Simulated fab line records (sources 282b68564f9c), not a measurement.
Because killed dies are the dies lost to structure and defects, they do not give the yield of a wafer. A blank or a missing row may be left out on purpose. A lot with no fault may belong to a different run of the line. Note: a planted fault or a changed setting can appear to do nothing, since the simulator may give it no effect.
The same fault as seen by 2 desks / flow rit_cmos / each desk holds nothing but its own numbers, with what lay behind them at the end

METROLOGY DESK
What the gauges read, lot by lot, whatever tool the lot ran on: means of the sampled wafers that have a number. The brackets show how far a lot's mean lies from the usual mean; more than 4 standard deviations puts the lot out of limits, marked OUT.
Columns: A = M1_OVL at RIT_M1_OVL_MEAS_10, usual 1.0 nm
lot=L668; first seen here=day 3 07:02; A=2.9
lot=L669; first seen here=day 3 13:12; A=-1.2
lot=L670; first seen here=day 3 20:50; A=-0.9
lot=L671; first seen here=day 3 23:01; A=2.4
lot=L673; first seen here=day 4 08:11; A=0.7
lot=L674; first seen here=day 4 14:33; A=1.5
lot=L675; first seen here=day 4 23:17; A=1.3
lot=L677; first seen here=day 5 04:50; A=0.6
lot=L678; first seen here=day 5 09:13; A=0.4
lot=L679; first seen here=day 5 15:08; A=2.1
lot=L680; first seen here=day 5 23:03; A=1.6
lot=L681; first seen here=day 6 05:24; A=1.5
lot=L688; first seen here=day 7 15:40; A=362.5 (+99 or more) OUT
lot=L689; first seen here=day 7 18:04; A=361.6 (+99 or more) OUT
This desk's result: L688, L689 out of limits, first on L688 (M1_OVL at RIT_M1_OVL_MEAS_10), day 7 15:40. In limits: L668, L669, L670, L671, L673, L674, L675, L677, L678, L679, L680, L681.

THE TOOL OWNER'S DESK: iline_stepper-02
The tool's own readings at RIT_M1_EXPOSE_06 (exposes mask M12, target cd 2600 nm): means of the sampled wafers that have a number, for each lot that ran on this tool. The brackets show how far a lot's mean lies from the usual mean; more than 4 standard deviations puts the lot out of limits, marked OUT.
Columns: A = focus_offset_nm at RIT_M1_EXPOSE_06, usual 0.1 nm
lot=L668; first seen here=day 3 06:29; A=0.0
lot=L671; first seen here=day 3 22:28; A=0.0
lot=L673; first seen here=day 4 07:38; A=0.6
lot=L674; first seen here=day 4 14:02; A=-0.3
lot=L675; first seen here=day 4 22:44; A=-0.5
lot=L688; first seen here=day 7 15:07; A=-0.4
lot=L689; first seen here=day 7 17:34; A=-0.1
Result from this desk: across the 7 lots, nothing is out of limits.

PUT TOGETHER
At day 7 15:40 the metrology desk could have sounded an alarm, on L688, L689.
The tool owner's desk saw nothing out of limits.
On record at the tool owner's desk: L688, L689, within its limits.
All the named lots went through RIT_M1_EXPOSE_06 on iline_stepper-02.

WHAT THE SIMULATOR HAD PUT IN
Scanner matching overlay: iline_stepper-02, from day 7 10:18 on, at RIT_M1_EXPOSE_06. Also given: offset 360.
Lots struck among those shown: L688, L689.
Hours from the fault's start to each desk's first reading out of limits: the metrology desk, 5.
